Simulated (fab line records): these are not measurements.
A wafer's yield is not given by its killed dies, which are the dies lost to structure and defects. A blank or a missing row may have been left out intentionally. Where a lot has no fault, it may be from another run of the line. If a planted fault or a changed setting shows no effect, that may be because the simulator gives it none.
The tool behind it: which one? :: flow rit_cmos :: 15 lots, 45 wafers sampled, at 6 steps of a route of 202

== WHAT THE GAUGES READ, wafer by wafer ==
RIT_ACTIVE_CD_MEAS_11: target cd 1400 nm.
lot: L538
measured: day 1 14:32
on: cd_sem-01
cd_nm (nm): 1401.1 1402.6 1400.4

lot: L539
measured: day 1 21:00
on: cd_sem-01
cd_nm (nm): 1400.9 1401.0 1400.8

lot: L540
measured: day 2 01:30
on: cd_sem-02
cd_nm (nm): 1398.3 1398.2 1401.2

lot: L541
measured: day 2 05:37
on: cd_sem-01
cd_nm (nm): 1406.3 1405.4 1404.8

lot: L542
measured: day 2 11:14
on: cd_sem-01
cd_nm (nm): 1401.4 1398.7 1400.5

lot: L543
measured: day 2 15:59
on: cd_sem-02
cd_nm (nm): 1402.3 1401.3 1401.3

lot: L544
measured: day 2 22:25
on: cd_sem-01
cd_nm (nm): 1401.9 1402.4 1401.6

lot: L545
measured: day 3 02:44
on: cd_sem-02
cd_nm (nm): 1404.9 1403.0 1405.3

lot: L546
measured: day 3 06:26
on: cd_sem-01
cd_nm (nm): 1400.2 1402.8 1404.8

lot: L547
measured: day 3 14:48
on: cd_sem-02
cd_nm (nm): 1399.8 1401.8 1402.4

lot: L548
measured: day 3 16:56
on: cd_sem-01
cd_nm (nm): 1396.5 1397.7 1400.4

lot: L549
measured: day 3 21:53
on: cd_sem-01
cd_nm (nm): 1397.8 1398.3 1395.5

lot: L550
measured: day 4 06:10
on: cd_sem-02
cd_nm (nm): 1400.0 1397.7 1399.0

lot: L551
measured: day 4 09:49
on: cd_sem-01
cd_nm (nm): 1399.3 1398.4 1400.8

lot: L552
measured: day 4 12:53
on: cd_sem-01
cd_nm (nm): 1398.5 1400.4 1400.9

RIT_GATE_CD_MEAS_90: target cd 150 nm.
lot: L538
measured: day 2 15:13
on: cd_sem-01
cd_nm (nm): 149.0 149.2 149.3

lot: L539
measured: day 2 22:23
on: cd_sem-02
cd_nm (nm): 151.5 149.8 152.8

lot: L540
measured: day 3 04:23
on: cd_sem-01
cd_nm (nm): 153.5 152.8 151.9

lot: L541
measured: day 3 06:19
on: cd_sem-01
cd_nm (nm): 149.4 147.8 149.8

lot: L542
measured: day 3 10:41
on: cd_sem-01
cd_nm (nm): 151.0 151.4 151.4

lot: L543
measured: day 3 19:13
on: cd_sem-01
cd_nm (nm): 147.3 148.8 149.7

lot: L544
measured: day 3 21:19
on: cd_sem-01
cd_nm (nm): 150.9 149.8 151.2

lot: L545
measured: day 4 08:46
on: cd_sem-01
cd_nm (nm): 152.6 153.2 154.0

lot: L546
measured: day 4 13:18
on: cd_sem-02
cd_nm (nm): 151.9 153.1 152.4

lot: L547
measured: day 4 17:10
on: cd_sem-02
cd_nm (nm): 152.0 154.2 153.4

lot: L548
measured: day 4 17:25
on: cd_sem-02
cd_nm (nm): 152.6 152.8 152.5

lot: L549
measured: day 5 08:23
on: cd_sem-02
cd_nm (nm): 150.4 152.1 151.4

lot: L550
measured: day 5 14:52
on: cd_sem-01
cd_nm (nm): 152.6 154.7 154.0

lot: L551
measured: day 6 05:37
on: cd_sem-02
cd_nm (nm): 150.1 149.9 148.4

lot: L552
measured: day 6 08:28
on: cd_sem-02
cd_nm (nm): 150.9 149.9 150.1

RIT_NLDD_TW_MEAS_10.
lot: L538
measured: day 2 20:31
on: film_metro-04
NLDD_TW: 2470 2467 2469

lot: L539
measured: day 3 03:40
on: film_metro-02
NLDD_TW: 2473 2481 2484

lot: L540
measured: day 3 09:16
on: film_metro-04
NLDD_TW: 2476 2468 2478

lot: L541
measured: day 3 11:56
on: film_metro-01
NLDD_TW: 2491 2496 2482

lot: L542
measured: day 3 16:23
on: film_metro-01
NLDD_TW: 2497 2493 2492

lot: L543
measured: day 3 23:39
on: film_metro-02
NLDD_TW: 2479 2482 2469

lot: L544
measured: day 4 03:24
on: film_metro-01
NLDD_TW: 2461 2480 2471

lot: L545
measured: day 4 13:58
on: film_metro-01
NLDD_TW: 2478 2478 2491

lot: L546
measured: day 4 20:01
on: film_metro-04
NLDD_TW: 2473 2471 2490

lot: L547
measured: day 4 23:53
on: film_metro-02
NLDD_TW: 2483 2471 2467

lot: L548
measured: day 5 00:07
on: film_metro-01
NLDD_TW: 2484 2481 2488

lot: L549
measured: day 5 15:32
on: film_metro-02
NLDD_TW: 1326 1325 1335

lot: L550
measured: day 6 02:28
on: film_metro-04
NLDD_TW: 1311 1312 1314

lot: L551
measured: day 6 10:29
on: film_metro-04
NLDD_TW: 1303 1300 1303

lot: L552
measured: day 6 12:54
on: film_metro-04
NLDD_TW: 1308 1303 1313

RIT_SDANNEAL_RS_MEAS_07: measures by four-point-probe.
lot: L538
measured: day 3 04:47
on: film_metro-01
NLDD_RS (ohm/sq): 151.0 151.9 151.5

lot: L539
measured: day 3 11:45
on: film_metro-02
NLDD_RS (ohm/sq): 151.6 151.7 151.1

lot: L540
measured: day 3 17:23
on: film_metro-01
NLDD_RS (ohm/sq): 151.8 152.4 152.1

lot: L541
measured: day 3 19:44
on: film_metro-04
NLDD_RS (ohm/sq): 150.7 150.6 150.8

lot: L542
measured: day 4 00:23
on: film_metro-04
NLDD_RS (ohm/sq): 151.3 151.1 151.0

lot: L543
measured: day 4 07:17
on: film_metro-04
NLDD_RS (ohm/sq): 150.8 151.8 151.6

lot: L544
measured: day 4 11:11
on: film_metro-02
NLDD_RS (ohm/sq): 152.2 152.0 152.0

lot: L545
measured: day 4 21:44
on: film_metro-01
NLDD_RS (ohm/sq): 152.6 151.9 151.7

lot: L546
measured: day 5 03:38
on: film_metro-01
NLDD_RS (ohm/sq): 152.1 152.1 151.5

lot: L547
measured: day 5 07:44
on: film_metro-01
NLDD_RS (ohm/sq): 152.8 153.0 152.7

lot: L548
measured: day 5 08:05
on: film_metro-02
NLDD_RS (ohm/sq): 151.9 151.4 151.5

lot: L549
measured: day 5 23:17
on: film_metro-04
NLDD_RS (ohm/sq): 81.6 81.6 81.5

lot: L550
measured: day 6 10:54
on: film_metro-01
NLDD_RS (ohm/sq): 81.7 81.7 81.7

lot: L551
measured: day 6 19:25
on: film_metro-01
NLDD_RS (ohm/sq): 82.0 82.0 82.0

lot: L552
measured: day 6 22:34
on: film_metro-02
NLDD_RS (ohm/sq): 81.6 81.8 81.6

== TOOL THAT RAN EACH LOT (tool first, then ch and the chambers of the sampled wafers, then the start) ==
lot: L538
RIT_PRETRO_STRIP_09: plasma_asher-03 ch 0,1, day 2 09:39
RIT_NLDD_IMPLANT_08: implanter-04 ch 0, day 2 20:11

lot: L539
RIT_PRETRO_STRIP_09: plasma_asher-04 ch 0,1, day 2 14:37
RIT_NLDD_IMPLANT_08: implanter-04 ch 0, day 3 03:20

lot: L540
RIT_PRETRO_STRIP_09: plasma_asher-04 ch 0,1, day 2 19:58
RIT_NLDD_IMPLANT_08: implanter-02 ch 0, day 3 08:57

lot: L541
RIT_PRETRO_STRIP_09: plasma_asher-01 ch 0,1, day 3 00:58
RIT_NLDD_IMPLANT_08: implanter-01 ch 0, day 3 11:40

lot: L542
RIT_PRETRO_STRIP_09: plasma_asher-04 ch 0,1, day 3 04:07
RIT_NLDD_IMPLANT_08: implanter-02 ch 0, day 3 16:04

lot: L543
RIT_PRETRO_STRIP_09: plasma_asher-04 ch 0,1, day 3 11:48
RIT_NLDD_IMPLANT_08: implanter-01 ch 0, day 3 23:22

lot: L544
RIT_PRETRO_STRIP_09: plasma_asher-01 ch 0,1, day 3 15:43
RIT_NLDD_IMPLANT_08: implanter-01 ch 0, day 4 03:07

lot: L545
RIT_PRETRO_STRIP_09: plasma_asher-04 ch 0,1, day 3 21:00
RIT_NLDD_IMPLANT_08: implanter-01 ch 0, day 4 13:39

lot: L546
RIT_PRETRO_STRIP_09: plasma_asher-04 ch 0,1, day 4 05:16
RIT_NLDD_IMPLANT_08: implanter-04 ch 0, day 4 19:41

lot: L547
RIT_PRETRO_STRIP_09: plasma_asher-04 ch 0,1, day 4 10:09
RIT_NLDD_IMPLANT_08: implanter-04 ch 0, day 4 23:34

lot: L548
RIT_PRETRO_STRIP_09: plasma_asher-04 ch 1, day 4 10:28
RIT_NLDD_IMPLANT_08: implanter-01 ch 0, day 4 23:48

lot: L549
RIT_PRETRO_STRIP_09: plasma_asher-04 ch 0,1, day 4 20:59
RIT_NLDD_IMPLANT_08: implanter-02 ch 0, day 5 15:13

lot: L550
RIT_PRETRO_STRIP_09: plasma_asher-03 ch 0,1, day 5 03:28
RIT_NLDD_IMPLANT_08: implanter-01 ch 0, day 6 02:08

lot: L551
RIT_PRETRO_STRIP_09: plasma_asher-03 ch 0,1, day 5 11:12
RIT_NLDD_IMPLANT_08: implanter-01 ch 0, day 6 10:12

lot: L552
RIT_PRETRO_STRIP_09: plasma_asher-03 ch 0,1, day 5 16:38
RIT_NLDD_IMPLANT_08: implanter-01 ch 0, day 6 12:35
- RIT_PRETRO_STRIP_09: strips in O2, time 180 s.
- RIT_NLDD_IMPLANT_08

== WHAT THE TOOLS THEMSELVES READ (means of the sampled wafers that have a number; where no wafer has one, the mark that the record gives instead) ==
RIT_PRETRO_STRIP_09.
lot: L538
tool: plasma_asher-03
drypump_motor_current_A (A): 6.3
rf_refl_power_W (W): 6.3

lot: L539
tool: plasma_asher-04
drypump_motor_current_A (A): 5.3
rf_refl_power_W (W): 6.1

lot: L540
tool: plasma_asher-04
drypump_motor_current_A (A): 5.2
rf_refl_power_W (W): 6.0

lot: L541
tool: plasma_asher-01
drypump_motor_current_A (A): 5.6
rf_refl_power_W (W): 8.4

lot: L542
tool: plasma_asher-04
drypump_motor_current_A (A): 5.2
rf_refl_power_W (W): 6.1

lot: L543
tool: plasma_asher-04
drypump_motor_current_A (A): 5.3
rf_refl_power_W (W): 6.1

lot: L544
tool: plasma_asher-01
drypump_motor_current_A (A): 5.6
rf_refl_power_W (W): 8.3

lot: L545
tool: plasma_asher-04
drypump_motor_current_A (A): 5.3
rf_refl_power_W (W): 6.0

lot: L546
tool: plasma_asher-04
drypump_motor_current_A (A): 5.2
rf_refl_power_W (W): 6.1

lot: L547
tool: plasma_asher-04
drypump_motor_current_A (A): 5.2
rf_refl_power_W (W): 6.1

lot: L548
tool: plasma_asher-04
drypump_motor_current_A (A): 5.2
rf_refl_power_W (W): 6.1

lot: L549
tool: plasma_asher-04
drypump_motor_current_A (A): 5.2
rf_refl_power_W (W): 6.0

lot: L550
tool: plasma_asher-03
drypump_motor_current_A (A): 6.3
rf_refl_power_W (W): 6.5

lot: L551
tool: plasma_asher-03
drypump_motor_current_A (A): 6.2
rf_refl_power_W (W): 6.2

lot: L552
tool: plasma_asher-03
drypump_motor_current_A (A): 6.3
rf_refl_power_W (W): 6.4

RIT_NLDD_IMPLANT_08.
lot: L538
tool: implanter-04
end_station_pressure_torr (Torr): 6.5e-06

lot: L539
tool: implanter-04
end_station_pressure_torr (Torr): 6.2e-06

lot: L540
tool: implanter-02
end_station_pressure_torr (Torr): 6.4e-06

lot: L541
tool: implanter-01
end_station_pressure_torr (Torr): 6.3e-06

lot: L542
tool: implanter-02
end_station_pressure_torr (Torr): 6.2e-06

lot: L543
tool: implanter-01
end_station_pressure_torr (Torr): 6.0e-06

lot: L544
tool: implanter-01
end_station_pressure_torr (Torr): 5.9e-06

lot: L545
tool: implanter-01
end_station_pressure_torr (Torr): 6.3e-06

lot: L546
tool: implanter-04
end_station_pressure_torr (Torr): 6.3e-06

lot: L547
tool: implanter-04
end_station_pressure_torr (Torr): 6.3e-06

lot: L548
tool: implanter-01
end_station_pressure_torr (Torr): 5.9e-06

lot: L549
tool: implanter-02
end_station_pressure_torr (Torr): 6.1e-06

lot: L550
tool: implanter-01
end_station_pressure_torr (Torr): 6.4e-06

lot: L551
tool: implanter-01
end_station_pressure_torr (Torr): 6.4e-06

lot: L552
tool: implanter-01
end_station_pressure_torr (Torr): 6.0e-06

== THE ANSWER, worked out from the rows above alone ==
Rule: usual is defined by the lots themselves. The widest of any qualifying gaps counts: lots, ordered by their means at a reading, are off when they make up no more than a third of the lots, leave a main group of 4 or more, and stand apart from it by 3 or more times the standard deviation of that group's means. The tables above print the reading to a certain number of digits; a main group whose means all agree to those digits is not used. Also off: a lot with no number at a reading for which 4 or more lots have one. Where the step has rows for the other lots, those lots are counted as sound. After the gauges, taken in route order, come the tools' own readings; for these a lot's mean is taken, as printed above. At the first step where some lot is off, the reading lying furthest off is the one used; lots without a number count as furthest.
Off: at RIT_NLDD_TW_MEAS_10 (NLDD_TW), L549, L550, L551, L552. Mean 2479 and standard deviation 7.5 in the main group.
If a tool, at a process step before that reading, ran all the lots that are off and no sound lot after the first of them, it fits. The gauges at RIT_NLDD_TW_MEAS_10 are tried like those tools. Not one of the candidates tried fits.

== WHAT THE SIMULATOR HAD INSERTED ==
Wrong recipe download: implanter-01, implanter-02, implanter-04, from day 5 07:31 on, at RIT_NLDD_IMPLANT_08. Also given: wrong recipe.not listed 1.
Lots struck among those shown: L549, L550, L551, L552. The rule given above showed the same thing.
